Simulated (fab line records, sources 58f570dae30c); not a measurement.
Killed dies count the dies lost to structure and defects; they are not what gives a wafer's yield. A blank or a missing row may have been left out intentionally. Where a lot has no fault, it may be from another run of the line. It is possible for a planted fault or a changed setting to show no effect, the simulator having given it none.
fab line records	flow berkeley_cmos170	part 1 of 2: steps 1 to 27 of 36
record: lots: 5	wafers: 15	last_day: 13
route steps=331 shown FIELD@92 SACOX@97 SCREENOX@100 NVT@104 PVT@115 GATE@125
lots that met no fault: from a run of the same line without faults
start_h: hours from the record's opening day to when the first of the lot's shown wafers began	wait_h: hours since the lot's step before	" as in the row above	L1.1+2: a single row standing in for several wafers	- no value present, or no start provided	* or withheld: withheld	< > ~ a bound
route shown NAME@n: names a module that has steps shown in the file, with the first one's number in the route	usual: the fault-free wafers' mean and standard deviation	same: alike in all rows	chamber/n: place in a boat	sites: each site's reading	_std_site: standard deviation of those values	_edge_site: the outer-site mean with the inner-site mean subtracted	radius_mm: for every site, how far away it sits from the centre of the wafer	mask NAME#n: copy n	behind: tool/chamber where the wafer was last shaped	hold: reason for holding the lot/hours on hold/outcome of the hold	device: transistor that didn't switch, given as n, p or np	end of line: tests run on the same wafers once the route is complete	a step with no rows: only its recipe	killed: dies that structure and defects cost at the first sort, which is not the same as the wafer's yield	map: shows each die of a wafer: x if killed, . if not, _ if none is there
set.NAME: the setting as run; set.NAME@STEP: as run at that earlier step	model.NAME: the simulator's own value behind a step, which no gauge read
a table for each step, a row for each wafer; lots at some steps of the route
services: from which hour (start_h, from the record's first day; less than 0 if before it) a tool's chamber was out of use, for how many hours, and why
== steps ==
step: UCB170_FIELD_ANNEAL_03
recipe: temp_c: 1000	time_s: 1200	ambient: N2
usual: spike_tc_source_C: 1023.9/1.2	zone_power_load_pct: 32.3/1.3
same: time_s: 1200
lot.wafer	tool	chamber	start_h	wait_h	spike_tc_source_C	zone_power_load_pct
L077.1	furnace-04	0	137.10	4.3	1024.6	31.7
L077.4	"	0	"	"	1026.4	31.3
L077.6	"	0	"	"	1025.1	31.2
L078.1	furnace-04	0	137.10	4.3	1023.8	30.9
L078.2	"	0	"	"	1023.5	30.7
L078.3	"	0	"	"	1027.4	30.4
L089.3	furnace-04	0	171.25	3.9	1025.3	31.0
L089.4	"	0	"	"	1024.3	30.9
L089.6	"	0	"	"	1025.5	31.5
L091.1	furnace-02	0	212.94	7.4	1024.2	32.5
L091.5	"	0	"	"	1023.6	31.9
L091.6	"	0	"	"	1023.0	31.8
L092.1	furnace-02	0	212.94	7.5	1024.6	32.7
L092.2	"	0	"	"	1023.7	32.1
L092.5	"	0	"	"	1024.5	32.3
step: UCB170_FIELD_WET_ETCH_04
recipe: chemistry: dHF	dilution: 10:1	target: SiO2	temp_c: 25	time_s: 60
same: time_s: 60
lot.wafer	tool	chamber	start_h	wait_h
L077.1+4+6	wet_bench-01	1	138.43	0.0
L078.1+2+3	wet_bench-01	0	138.43	0.0
L089.3+4+6	wet_bench-03	2	172.58	0.0
L091.1+5+6	wet_bench-01	2	218.03	3.8
L092.1+2+5	wet_bench-01	0	218.03	3.8
step: UCB170_FIELD_WET_ETCH_05
recipe: chemistry: H3PO4	target: Si3N4	temp_c: 160	time_s: 12600
same: time_s: 12600
lot.wafer	tool	chamber	start_h	wait_h
L077.1+4+6	wet_bench-04	1	138.46	0.0
L078.1+2+3	wet_bench-04	3	138.46	0.0
L089.3+4+6	wet_bench-03	0	172.61	0.0
L091.1+5+6	wet_bench-01	0	218.36	0.3
L092.1+2+5	wet_bench-01	3	218.36	0.3
step: UCB170_FIELD_WET_ETCH_06
recipe: chemistry: BOE	dilution: 5:1	target: SiO2	temp_c: 25	time_s: 22
same: time_s: 22
lot.wafer	tool	chamber	start_h	wait_h
L077.1+4+6	wet_bench-03	1	142.29	0.0
L078.1+2+3	wet_bench-03	0	142.29	0.0
L089.3+4+6	wet_bench-04	0	176.12	0.0
L091.1+5+6	wet_bench-01	0	223.31	0.8
L092.1+2+5	wet_bench-01	0	223.31	0.8
step: UCB170_FIELD_THK_MEAS_90
recipe: reads: SiO2_of_FIELD_OXIDATION_01
usual: FIELD_OXIDE_LEFT_1_THK: 443/9.4
lot.wafer	tool	chamber	start_h	wait_h	FIELD_OXIDE_LEFT_1_THK[nm]
L077.1	film_metro-03	-	142.30	0.0	444
L077.4	"	-	"	"	454
L077.6	"	-	"	"	452
L078.1	film_metro-02	-	142.36	0.1	435
L078.2	"	-	"	"	437
L078.3	"	-	"	"	440
L089.3	film_metro-02	-	176.15	0.0	441
L089.4	"	-	"	"	432
L089.6	"	-	"	"	431
L091.1	film_metro-02	-	223.32	0.0	440
L091.5	"	-	"	"	437
L091.6	"	-	"	"	446
L092.1	film_metro-02	-	223.38	0.1	451
L092.2	"	-	"	"	450
L092.5	"	-	"	"	455
step: UCB170_SACOX_CLEAN_00
recipe: chemistry: dHF	dilution: 25:1	time_s: 7.5
same: time_s: 7.5
lot.wafer	tool	chamber	start_h	wait_h
L077.1+4+6	wet_bench-02	0	142.36	0.1
L078.1+2+3	wet_bench-03	3	142.42	0.1
L089.3+4+6	wet_bench-03	3	176.19	0.0
L091.1+5+6	wet_bench-01	0	224.63	1.3
L092.1+2+5	wet_bench-01	0	224.63	1.2
step: UCB170_SACOX_OXIDATION_01
recipe: temp_c: 900	ambient: O2	target_thk_a: 144	ox_time_s: 2400
usual: spike_tc_source_C: 922.3/1.3	zone_power_load_pct: 26.0/1.3
same: ox_time_s: 2400
lot.wafer	tool	chamber	start_h	wait_h	spike_tc_source_C	zone_power_load_pct
L077.1	furnace-02	0	145.60	3.2	922.3	25.7
L077.4	"	0	"	"	923.9	25.6
L077.6	"	0	"	"	924.5	25.4
L078.1	furnace-02	0	145.60	3.2	925.7	25.1
L078.2	"	0	"	"	922.1	25.0
L078.3	"	0	"	"	923.1	25.1
L089.3	furnace-02	0	182.27	6.1	923.6	25.2
L089.4	"	0	"	"	924.1	25.2
L089.6	"	0	"	"	922.9	25.3
L091.1	furnace-01	0	225.52	0.9	922.1	27.9
L091.5	"	0	"	"	920.9	27.5
L091.6	"	0	"	"	922.9	28.0
L092.1	furnace-01	0	225.52	0.9	922.5	27.8
L092.2	"	0	"	"	921.2	27.4
L092.5	"	0	"	"	924.5	27.4
step: UCB170_SACOX_THK_MEAS_02
recipe: reads: SiO2_of_SACOX_OXIDATION_01
usual: SACOX_OXIDE_THK: 14.40/0.23
lot.wafer	tool	chamber	start_h	wait_h	SACOX_OXIDE_THK[nm]
L077.1	film_metro-03	-	147.27	0.0	14.40
L077.4	"	-	"	"	14.40
L077.6	"	-	"	"	14.51
L078.1	film_metro-01	-	147.33	0.1	14.40
L078.2	"	-	"	"	14.40
L078.3	"	-	"	"	14.46
L089.3	film_metro-03	-	183.96	0.0	14.34
L089.4	"	-	"	"	14.18
L089.6	"	-	"	"	14.03
L091.1	film_metro-01	-	227.25	0.1	14.39
L091.5	"	-	"	"	14.08
L091.6	"	-	"	"	14.07
L092.1	film_metro-04	-	227.25	0.1	14.89
L092.2	"	-	"	"	14.76
L092.5	"	-	"	"	14.82
step: UCB170_SCREENOX_WET_ETCH_00
recipe: chemistry: dHF	dilution: 25:1	target: SiO2	temp_c: 25	time_s: 200
same: time_s: 200
lot.wafer	tool	chamber	start_h	wait_h
L077.1+4+6	wet_bench-02	2	147.33	0.1
L078.1+2+3	wet_bench-02	3	147.39	0.1
L089.3+4+6	wet_bench-03	0	184.00	0.0
L091.1+5+6	wet_bench-03	2	227.46	0.2
L092.1+2+5	wet_bench-03	1	227.46	0.2
step: UCB170_SCREENOX_OXIDATION_01
recipe: temp_c: 900	ambient: O2	target_thk_a: 144	ox_time_s: 2400
usual: spike_tc_source_C: 922.5/1.4	zone_power_load_pct: 25.8/1.3
same: ox_time_s: 2400
lot.wafer	tool	chamber	start_h	wait_h	spike_tc_source_C	zone_power_load_pct
L077.1	furnace-01	0	151.27	3.9	921.0	27.4
L077.4	"	0	"	"	920.8	28.1
L077.6	"	0	"	"	924.4	26.4
L078.1	furnace-01	0	151.27	3.8	921.0	27.6
L078.2	"	0	"	"	922.7	27.2
L078.3	"	0	"	"	922.1	27.4
L089.3	furnace-04	0	187.31	3.2	921.7	24.4
L089.4	"	0	"	"	925.2	24.5
L089.6	"	0	"	"	923.7	24.4
L091.1	furnace-02	0	229.63	2.0	922.5	25.1
L091.5	"	0	"	"	922.4	25.1
L091.6	"	0	"	"	921.7	24.8
L092.1	furnace-02	0	229.63	2.0	923.3	25.3
L092.2	"	0	"	"	922.0	25.4
L092.5	"	0	"	"	922.5	25.6
step: UCB170_SCREENOX_THK_MEAS_02
recipe: reads: SiO2_of_SCREENOX_OXIDATION_01
usual: SCREENOX_OXIDE_THK: 14.40/0.22
lot.wafer	tool	chamber	start_h	wait_h	SCREENOX_OXIDE_THK[nm]
L077.1	film_metro-02	-	153.11	0.2	14.08
L077.4	"	-	"	"	14.41
L077.6	"	-	"	"	14.25
L078.1	film_metro-01	-	153.12	0.2	14.13
L078.2	"	-	"	"	13.99
L078.3	"	-	"	"	13.98
L089.3	film_metro-02	-	189.00	0.0	14.77
L089.4	"	-	"	"	14.87
L089.6	"	-	"	"	14.56
L092.1	film_metro-02	-	231.32	0.0	14.61
L092.2	"	-	"	"	14.81
L092.5	"	-	"	"	14.75
L091.1	film_metro-01	-	231.38	0.1	14.30
L091.5	"	-	"	"	14.22
L091.6	"	-	"	"	14.17
step: UCB170_SCREENOX_ANNEAL_03
recipe: temp_c: 900	time_s: 900	ambient: N2
usual: spike_tc_source_C: 922.4/1.3	zone_power_load_pct: 26.2/1.4
same: time_s: 900
lot.wafer	tool	chamber	start_h	wait_h	spike_tc_source_C	zone_power_load_pct
L077.1	furnace-04	0	156.80	3.7	924.2	24.1
L077.4	"	0	"	"	922.9	24.1
L077.6	"	0	"	"	924.7	24.5
L078.1	furnace-04	0	156.80	3.7	923.6	24.5
L078.2	"	0	"	"	924.1	24.6
L078.3	"	0	"	"	922.8	24.6
L089.3	furnace-02	0	191.72	2.7	920.9	25.5
L089.4	"	0	"	"	922.5	25.1
L089.6	"	0	"	"	921.6	25.3
L091.1	furnace-01	0	236.89	5.5	922.1	27.6
L091.5	"	0	"	"	920.0	27.0
L091.6	"	0	"	"	922.3	27.3
L092.1	furnace-01	0	236.89	5.6	923.3	27.5
L092.2	"	0	"	"	920.6	27.5
L092.5	"	0	"	"	922.9	27.2
step: UCB170_NVT_HMDS_00
recipe: prime_time_s: 60	prime_temp_c: 100
usual: chill_plate_temp_C: 23.01/0.12
lot.wafer	tool	chamber	start_h	wait_h	chill_plate_temp_C
L077.1	litho_track-01	0	158.24	0.2	23.01
L077.4	"	0	"	"	22.87
L077.6	"	0	"	"	22.82
L078.1	litho_track-01	0	158.69	0.6	23.07
L078.2	"	0	"	"	23.00
L078.3	"	0	"	"	22.78
L089.3	litho_track-03	0	193.02	0.1	23.14
L089.4	"	0	"	"	22.95
L089.6	"	0	"	"	23.01
L092.1	litho_track-04	0	238.71	0.6	22.99
L092.2	"	0	"	"	22.92
L092.5	"	0	"	"	22.92
L091.1	litho_track-01	0	238.86	0.7	23.07
L091.5	"	0	"	"	23.17
L091.6	"	0	"	"	22.86
step: UCB170_NVT_COAT_01
recipe: resist: KrF	spin_rpm: 1500	resist_thk_nm: 900
usual: chill_plate_temp_C: 23.01/0.1
lot.wafer	tool	chamber	start_h	wait_h	chill_plate_temp_C
L077.1	litho_track-01	0	158.39	0.1	23.04
L077.4	"	0	"	"	22.95
L077.6	"	0	"	"	23.02
L078.1	litho_track-01	0	158.84	0.1	22.90
L078.2	"	0	"	"	23.01
L078.3	"	0	"	"	22.92
L089.3	litho_track-03	0	193.17	0.1	23.25
L089.4	"	0	"	"	23.14
L089.6	"	0	"	"	23.12
L092.1	litho_track-04	0	238.86	0.1	23.01
L092.2	"	0	"	"	22.98
L092.5	"	0	"	"	22.92
L091.1	litho_track-01	0	239.01	0.1	22.98
L091.5	"	0	"	"	23.01
L091.6	"	0	"	"	23.02
step: UCB170_NVT_SOFTBAKE_02
recipe: resist: KrF	temp_c: 130	time_s: 60
usual: chill_plate_temp_C: 22.99/0.098
same: time_s: 60
lot.wafer	tool	chamber	start_h	wait_h	chill_plate_temp_C
L077.1	litho_track-01	0	158.54	0.1	23.02
L077.4	"	0	"	"	22.84
L077.6	"	0	"	"	22.92
L078.1	litho_track-01	0	158.99	0.1	23.11
L078.2	"	0	"	"	23.10
L078.3	"	0	"	"	22.98
L089.3	litho_track-03	0	193.32	0.1	22.93
L089.4	"	0	"	"	23.04
L089.6	"	0	"	"	22.98
L092.1	litho_track-04	0	239.01	0.1	23.08
L092.2	"	0	"	"	23.16
L092.5	"	0	"	"	22.94
L091.1	litho_track-01	0	239.16	0.1	22.90
L091.5	"	0	"	"	23.00
L091.6	"	0	"	"	22.96
step: UCB170_NVT_EXPOSE_03
recipe: mask_id: PWELL	target_cd_nm: 3000	na: 0.5	sigma_outer: 0.6	source_shape: conventional	dose_mj: 30
usual: focus_offset_nm: 0.0/0.49
same: na: 0.5
lot.wafer	tool	chamber	start_h	wait_h	mask	focus_offset_nm
L077.1	krf_scanner-01	0	158.69	0.1	PWELL#0	0.7
L077.4	"	0	"	"	PWELL#0	0.6
L077.6	"	0	"	"	PWELL#0	-0.4
L078.1	krf_scanner-01	0	159.29	0.3	PWELL#0	0.1
L078.2	"	0	"	"	PWELL#0	0.4
L078.3	"	0	"	"	PWELL#0	-0.3
L089.3	krf_scanner-02	0	193.58	0.2	PWELL#0	0.0
L089.4	"	0	"	"	PWELL#0	-0.5
L089.6	"	0	"	"	PWELL#0	-0.4
L092.1	krf_scanner-01	0	239.16	0.1	PWELL#0	0.7
L092.2	"	0	"	"	PWELL#0	-1.1
L092.5	"	0	"	"	PWELL#0	-0.1
L091.1	krf_scanner-02	0	239.43	0.2	PWELL#0	0.9
L091.5	"	0	"	"	PWELL#0	-0.1
L091.6	"	0	"	"	PWELL#0	-0.1
step: UCB170_NVT_PEB_04
recipe: peb_temp_c: 130	peb_time_s: withheld	resist: KrF
usual: chill_plate_temp_C: 22.97/0.096
lot.wafer	tool	chamber	start_h	wait_h	chill_plate_temp_C
L077.1	litho_track-01	0	159.41	0.7	22.82
L077.4	"	0	"	"	22.91
L077.6	"	0	"	"	23.02
L078.1	litho_track-04	0	159.74	0.4	23.03
L078.2	"	0	"	"	22.86
L078.3	"	0	"	"	22.87
L089.3	litho_track-04	0	194.30	0.7	23.00
L089.4	"	0	"	"	23.07
L089.6	"	0	"	"	23.13
L092.1	litho_track-03	0	239.71	0.5	22.93
L092.2	"	0	"	"	22.96
L092.5	"	0	"	"	22.97
L091.1	litho_track-01	0	239.86	0.4	23.00
L091.5	"	0	"	"	22.97
L091.6	"	0	"	"	23.02
step: UCB170_NVT_DEVELOP_05
recipe: developer: TMAH	develop_time_s: 45	resist: KrF	dev_temp_c: 21
usual: chill_plate_temp_C: 23.00/0.1
lot.wafer	tool	chamber	start_h	wait_h	chill_plate_temp_C
L077.1	litho_track-01	0	-	-	22.82
L077.4	"	0	"	"	22.90
L077.6	"	0	"	"	22.95
L078.1	litho_track-04	0	-	-	23.03
L078.2	"	0	"	"	23.16
L078.3	"	0	"	"	23.14
L089.3	litho_track-04	0	-	-	23.10
L089.4	"	0	"	"	23.00
L089.6	"	0	"	"	23.12
L092.1	litho_track-03	0	-	-	22.87
L092.2	"	0	"	"	22.97
L092.5	"	0	"	"	22.94
L091.1	litho_track-01	0	-	-	23.17
L091.5	"	0	"	"	23.06
L091.6	"	0	"	"	23.04
step: UCB170_NVT_OVL_MEAS_06
usual: NVT_OVL: 2/5.6
lot.wafer	tool	chamber	start_h	wait_h	NVT_OVL[nm]
L077.1	overlay-01	-	159.69	-	-2
L077.4	"	-	"	"	8
L077.6	"	-	"	"	8
L078.1	overlay-01	-	160.01	-	-2
L078.2	"	-	"	"	-9
L078.3	"	-	"	"	-3
L089.3	overlay-02	-	194.53	-	2
L089.4	"	-	"	"	4
L089.6	"	-	"	"	8
L092.1	overlay-02	-	239.98	-	-1
L092.2	"	-	"	"	7
L092.5	"	-	"	"	-2
L091.1	overlay-02	-	240.13	-	6
L091.5	"	-	"	"	9
L091.6	"	-	"	"	8
step: UCB170_NVT_IMPLANT_07
recipe: species: BF2	dose_cm2: 3e+12	energy_kev: 50	tilt_deg: 7
usual: dose_ions_cm2: 3.0007e+12/2.9e+09	tilt_deg: 7.001/0.021
lot.wafer	tool	chamber	start_h	wait_h	dose_ions_cm2	tilt_deg
L077.1	implanter-02	0	159.73	0.0	3.0026e+12	6.999
L077.4	"	0	"	"	2.9992e+12	7.022
L077.6	"	0	"	"	3.0032e+12	7.014
L078.1	implanter-01	0	160.05	0.0	3.0023e+12	6.978
L078.2	"	0	"	"	3.0013e+12	7.020
L078.3	"	0	"	"	3.0033e+12	7.007
L089.3	implanter-04	0	194.61	0.1	3.0018e+12	6.980
L089.4	"	0	"	"	3.0046e+12	6.965
L089.6	"	0	"	"	3.0021e+12	7.007
L092.1	implanter-01	0	240.02	0.0	3.0042e+12	7.048
L092.2	"	0	"	"	3.0031e+12	6.996
L092.5	"	0	"	"	3.0041e+12	7.005
L091.1	implanter-04	0	240.17	0.0	2.9983e+12	6.990
L091.5	"	0	"	"	2.9999e+12	6.980
L091.6	"	0	"	"	3.0017e+12	6.994
step: UCB170_NVT_STRIP_08
recipe: chemistry: O2	power_w: 400	pressure_mtorr: 3500	platen_temp_c: withheld	o2_flow_sccm: 400	overash_fraction: 0.5
usual: drypump_motor_current_A: 6.0/0.39	oes_product_au: 0.734/0.0045	strip_time_to_endpoint_s: 21.64/0.062
lot.wafer	tool	chamber	start_h	wait_h	drypump_motor_current_A	oes_product_au	rf_hours_counter_h	strip_time_to_endpoint_s
L077.1	plasma_asher-01	1	159.88	0.1	6.4	0.735	43	21.71
L077.4	"	1	"	"	6.4	0.733	-	21.65
L077.6	"	0	"	"	6.1	0.731	-	21.72
L078.1	plasma_asher-02	1	160.20	0.1	5.8	0.730	39	21.72
L078.2	"	0	"	"	6.3	0.732	39	21.69
L078.3	"	1	"	"	5.8	0.730	-	21.64
L089.3	plasma_asher-04	1	194.74	0.1	5.2	0.737	-	21.62
L089.4	"	0	"	"	5.6	0.730	-	21.63
L089.6	"	1	"	"	5.2	0.728	-	21.66
L092.1	plasma_asher-02	1	240.17	0.1	5.8	0.734	48	21.64
L092.2	"	0	"	"	6.2	0.732	48	21.56
L092.5	"	1	"	"	5.8	0.733	-	21.59
L091.1	plasma_asher-04	0	240.32	0.1	5.7	0.737	47	21.69
L091.5	"	0	"	"	5.7	0.738	-	21.75
L091.6	"	1	"	"	5.3	0.738	-	21.63
step: UCB170_NVT_TW_MEAS_09
usual: NVT_TW: 519.0/2.6
lot.wafer	tool	chamber	start_h	wait_h	NVT_TW
L077.1	film_metro-04	-	159.98	0.1	518.1
L077.4	"	-	"	"	517.9
L077.6	"	-	"	"	516.9
L078.1	film_metro-02	-	160.30	0.1	518.7
L078.2	"	-	"	"	514.5
L078.3	"	-	"	"	516.9
L089.3	film_metro-04	-	194.83	0.1	520.8
L089.4	"	-	"	"	519.7
L089.6	"	-	"	"	518.5
L092.1	film_metro-04	-	240.27	0.1	518.7
L092.2	"	-	"	"	522.5
L092.5	"	-	"	"	514.7
L091.1	film_metro-01	-	240.42	0.1	522.1
L091.5	"	-	"	"	518.1
L091.6	"	-	"	"	520.0
step: UCB170_NVT_CLEAN_10
recipe: chemistry: SPM	temp_c: 120	time_s: 600
same: time_s: 600
lot.wafer	tool	chamber	start_h	wait_h
L077.1+4+6	wet_bench-04	1	160.04	0.1
L078.1+2+3	wet_bench-04	3	160.41	0.1
L089.3+4+6	wet_bench-01	1	194.87	0.0
L092.1+2+5	wet_bench-04	2	240.33	0.1
L091.1+5+6	wet_bench-02	2	240.48	0.1
step: UCB170_PVT_HMDS_00
recipe: prime_time_s: 60	prime_temp_c: 100
usual: chill_plate_temp_C: 23.02/0.1
lot.wafer	tool	chamber	start_h	wait_h	chill_plate_temp_C
L077.1	litho_track-04	0	160.21	0.0	23.15
L077.4	"	0	"	"	22.91
L077.6	"	0	"	"	22.88
L078.1	litho_track-04	0	160.66	0.1	22.99
L078.2	"	0	"	"	23.04
L078.3	"	0	"	"	22.91
L089.3	litho_track-04	0	195.30	0.3	23.07
L089.4	"	0	"	"	23.03
L089.6	"	0	"	"	23.02
L092.1	litho_track-03	0	241.16	0.7	23.06
L092.2	"	0	"	"	22.92
L092.5	"	0	"	"	23.08
L091.1	litho_track-03	0	241.61	1.0	22.99
L091.5	"	0	"	"	23.09
L091.6	"	0	"	"	23.22
step: UCB170_PVT_COAT_01
recipe: resist: KrF	spin_rpm: 1500	resist_thk_nm: 900
usual: chill_plate_temp_C: 22.99/0.11
lot.wafer	tool	chamber	start_h	wait_h	chill_plate_temp_C
L077.1	litho_track-04	0	160.36	0.1	23.07
L077.4	"	0	"	"	22.92
L077.6	"	0	"	"	22.82
L078.1	litho_track-04	0	160.81	0.1	23.16
L078.2	"	0	"	"	23.20
L078.3	"	0	"	"	23.04
L089.3	litho_track-04	0	195.45	0.1	23.09
L089.4	"	0	"	"	22.90
L089.6	"	0	"	"	23.07
L092.1	litho_track-03	0	241.31	0.1	22.98
L092.2	"	0	"	"	23.11
L092.5	"	0	"	"	23.01
L091.1	litho_track-03	0	241.76	0.1	22.98
L091.5	"	0	"	"	22.88
L091.6	"	0	"	"	22.81
step: UCB170_PVT_SOFTBAKE_02
recipe: resist: KrF	temp_c: 130	time_s: 60
usual: chill_plate_temp_C: 23.00/0.093
same: time_s: 60
lot.wafer	tool	chamber	start_h	wait_h	chill_plate_temp_C
L077.1	litho_track-04	0	160.51	0.1	22.84
L077.4	"	0	"	"	23.01
L077.6	"	0	"	"	22.84
L078.1	litho_track-04	0	160.96	0.1	22.93
L078.2	"	0	"	"	22.98
L078.3	"	0	"	"	22.99
L089.3	litho_track-04	0	195.60	0.1	23.06
L089.4	"	0	"	"	23.04
L089.6	"	0	"	"	23.20
L092.1	litho_track-03	0	241.46	0.1	22.88
L092.2	"	0	"	"	22.89
L092.5	"	0	"	"	22.85
L091.1	litho_track-03	0	241.91	0.1	23.06
L091.5	"	0	"	"	22.98
L091.6	"	0	"	"	23.11
step: UCB170_PVT_EXPOSE_03
recipe: mask_id: NWELL	target_cd_nm: 3000	na: 0.5	sigma_outer: 0.6	source_shape: conventional	dose_mj: 30
usual: focus_offset_nm: 0.0/0.6
same: na: 0.5
lot.wafer	tool	chamber	start_h	wait_h	mask	focus_offset_nm
L077.1	krf_scanner-01	0	160.66	0.1	NWELL#0	0.1
L077.4	"	0	"	"	NWELL#0	-0.8
L077.6	"	0	"	"	NWELL#0	-0.3
L078.1	krf_scanner-02	0	161.44	0.5	NWELL#0	-0.1
L078.2	"	0	"	"	NWELL#0	-0.3
L078.3	"	0	"	"	NWELL#0	-0.2
L089.3	krf_scanner-01	0	195.74	0.1	NWELL#0	-0.1
L089.4	"	0	"	"	NWELL#0	0.3
L089.6	"	0	"	"	NWELL#0	0.4
L092.1	krf_scanner-02	0	241.86	0.4	NWELL#0	-1.0
L092.2	"	0	"	"	NWELL#0	-0.8
L092.5	"	0	"	"	NWELL#0	-0.3
L091.1	krf_scanner-02	0	242.06	0.1	NWELL#0	-0.4
L091.5	"	0	"	"	NWELL#0	-0.6
L091.6	"	0	"	"	NWELL#0	0.1
